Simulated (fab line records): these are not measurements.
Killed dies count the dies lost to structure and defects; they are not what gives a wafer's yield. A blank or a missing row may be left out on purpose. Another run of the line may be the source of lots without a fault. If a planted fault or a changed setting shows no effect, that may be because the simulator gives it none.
Split-lot trial -- flow rit-cmos -- 23 wafers read across 5 lots, on a route 202 steps long

== SPLIT DETAILS ==
At RIT_GATE_OXIDATION_05 (target thk 3 nm, ox time 270 s), the setting ox-time-s was moved away from the recipe's 270 s on 10 of the 23 wafers read, by +9.0% to +13.6%. For the rest of the wafers, this setting stayed at what the recipe calls for.

== SPLIT TO READING: what lies between them in the file, 1 step ==
- RIT_GATE_ANNEAL_06: time 600 s

== THE READING ==
At RIT_GATE_THK_MEAS_07: GATE_OXIDE_THK, given in nm. On this fab line, fault-free wafers typically give 2.97 nm with a standard deviation of 0.057 nm.

wafer,"tool, chamber at the split","ox-time-s as run, s",against the recipe,"GATE_OXIDE_THK, nm",against lot-mates on the recipe
L075.1,"-, -",270,recipe,3.03,-
L075.2,"-, -",270,recipe,3.06,-
L075.4,"-, -",270,recipe,2.96,-
L075.5,"-, -",270,recipe,2.94,-
L075.6,"-, -",270,recipe,3.03,-
L076.2,"-, -",270,recipe,2.97,-
L076.3,"-, -",270,recipe,2.92,-
L076.4,"-, -",270,recipe,2.92,-
L076.5,"-, -",270,recipe,2.97,-
L076.6,"-, -",270,recipe,2.96,-
L077.1,"-, -",306.7,+13.6%,3.31,no lot-mate on the recipe
L077.2,"-, -",306.7,+13.6%,3.28,no lot-mate on the recipe
L077.3,"-, -",306.7,+13.6%,3.30,no lot-mate on the recipe
L077.4,"-, -",306.7,+13.6%,3.29,no lot-mate on the recipe
L077.5,"-, -",306.7,+13.6%,3.31,no lot-mate on the recipe
L079.2,"furnace-02, 0",270,recipe,2.94,-
L079.4,"furnace-02, 0",270,recipe,3.00,-
L079.5,"furnace-02, 0",270,recipe,2.96,-
L083.1,"-, -",294.2,+9.0%,3.12,no lot-mate on the recipe
L083.2,"-, -",294.2,+9.0%,3.17,no lot-mate on the recipe
L083.3,"-, -",294.2,+9.0%,3.20,no lot-mate on the recipe
L083.4,"-, -",294.2,+9.0%,3.16,no lot-mate on the recipe
L083.6,"-, -",294.2,+9.0%,3.11,no lot-mate on the recipe

FIT RESULTS
A straight line over all 23 wafers: GATE_OXIDE_THK changes by +0.0229 nm for each +1% of ox-time-s; r = +0.96; the points scatter about the line by 0.04 nm.
Too few moved wafers with a lot-mate on the recipe to fit a line net of each lot's own level.

== THE WHOLE CHAIN: every reading that the file lists as answering this split, in the file's order ==
step,what it does,reading,change (the file's fit),r (the file's)
RIT_GATE_OXIDATION_05,"target thk 3 nm, ox time 270 s","SiO2_of_GATE_OXIDATION_05.thk-nm (the simulator's own value, which no gauge read)",+0.0232 nm for each +1% of the setting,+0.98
RIT_GATE_THK_MEAS_07,,GATE_OXIDE_THK,+0.0229 for each +1% of the setting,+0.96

== FILE'S OWN FIT ==
GATE_OXIDE_THK changes by +0.0229 nm for each +1% of ox-time-s, r = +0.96.
